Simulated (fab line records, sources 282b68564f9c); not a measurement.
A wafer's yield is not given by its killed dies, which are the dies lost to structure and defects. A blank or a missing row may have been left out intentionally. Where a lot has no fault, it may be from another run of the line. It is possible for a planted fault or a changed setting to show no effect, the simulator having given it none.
Comparing a struck lot with a sound one	flow rit-cmos	15 steps out of a route of 202
Sound: the wafers L393.1, L393.5, L393.6. The struck wafers were L402.3, L402.5, L402.6. At the end, the cause is stated.
At each step with rows: each side's tool, then ch and its chambers, then its first start. Under that, the readings that differ: sound wafers	struck wafers	difference of the means	sigmas: that difference in standard deviations of wafers without a fault.
alike: a reading whose means differ by less than 2 such deviations, as well as words and numbers matching on both sides. not compared: withheld readings; readings where some wafer has no value; bounds like >300 that might hide an equal value; numbers whose values overlap and for which the record gives no deviation.
A row with sigmas, a row that says differs or no value, or rows on one side alone: a step with any of these is where the two part. Numbers that have no deviation but don't overlap get no sigmas and don't part them. A reading missing from all wafers of one side parts the sides only when that side holds two or more wafers.

first, 3 steps without rows for these wafers: RIT_ACTIVE_CLEAN_16 (cleans in dHF, time 29.33 s); RIT_ACTIVE_CLEAN_17 (cleans in SC2, time 600 s); RIT_FOX1_OXIDATION_00 (target thk 350.7 nm, ox time 1130 s).
RIT_FOX1_THK_MEAS_01:
  sound on film-metro-03, day 3 06:55; struck on film-metro-01, day 5 02:23
  alike: FOX1_OXIDE_THK
then, 2 steps without rows for these wafers: RIT_FOX1_WET_ETCH_02 (etches SiO2 in BOE, target depth 350 nm, time 390 s); RIT_FOX2_OXIDATION_00 (target thk 350.7 nm, ox time 1130 s).
RIT_FOX2_THK_MEAS_01:
  sound on film-metro-02, day 3 08:31; struck on film-metro-02, day 5 05:12
  alike: FOX2_OXIDE_THK
then, 2 steps without rows for these wafers: RIT_FOX2_CLEAN_02 (cleans in dHF, time 180 s); RIT_FOX2_WET_ETCH_03 (etches Si3N4 in H3PO4, target depth 195 nm, time 2700 s).
RIT_FOX2_THK_MEAS_90:
  sound on film-metro-02, day 3 10:09; struck on film-metro-04, day 5 06:05
  alike: FIELD_OXIDE_LEFT_1_THK
then, 2 steps without rows for these wafers: RIT_NWELL_HMDS_00 (prime time 60 s); RIT_NWELL_COAT_01 (resist thk 1300 nm).
RIT_NWELL_SOFTBAKE_02: time 60 s.
  sound on litho-track-04 ch 0, day 3 10:31; struck on litho-track-04 ch 0, day 5 06:28
reading	sound	struck	difference	sigmas
run-length-s (s)	89.31 89.20 89.28	95.39 95.36 95.42	+6.13	+47
  alike: exhaust-pa
then, 1 step without rows for these wafers: RIT_NWELL_EXPOSE_03 (exposes mask M2, target cd 43900 nm).
RIT_M1_PROBE_99:
  sound on prober-02, day 5 03:59; struck on prober-01, day 7 03:17
  alike: killed-at-contacts, killed-at-front-end, killed-dies, killed-open, killed-short

## WHERE THEY PART
RIT_NWELL_SOFTBAKE_02 only, going by this record. Later steps at which nothing parts them and some readings are alike: RIT_M1_PROBE_99.

WHY: what had been put in by the simulator
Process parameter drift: litho-track-04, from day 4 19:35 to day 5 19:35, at RIT_NWELL_SOFTBAKE_02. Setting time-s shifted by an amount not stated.
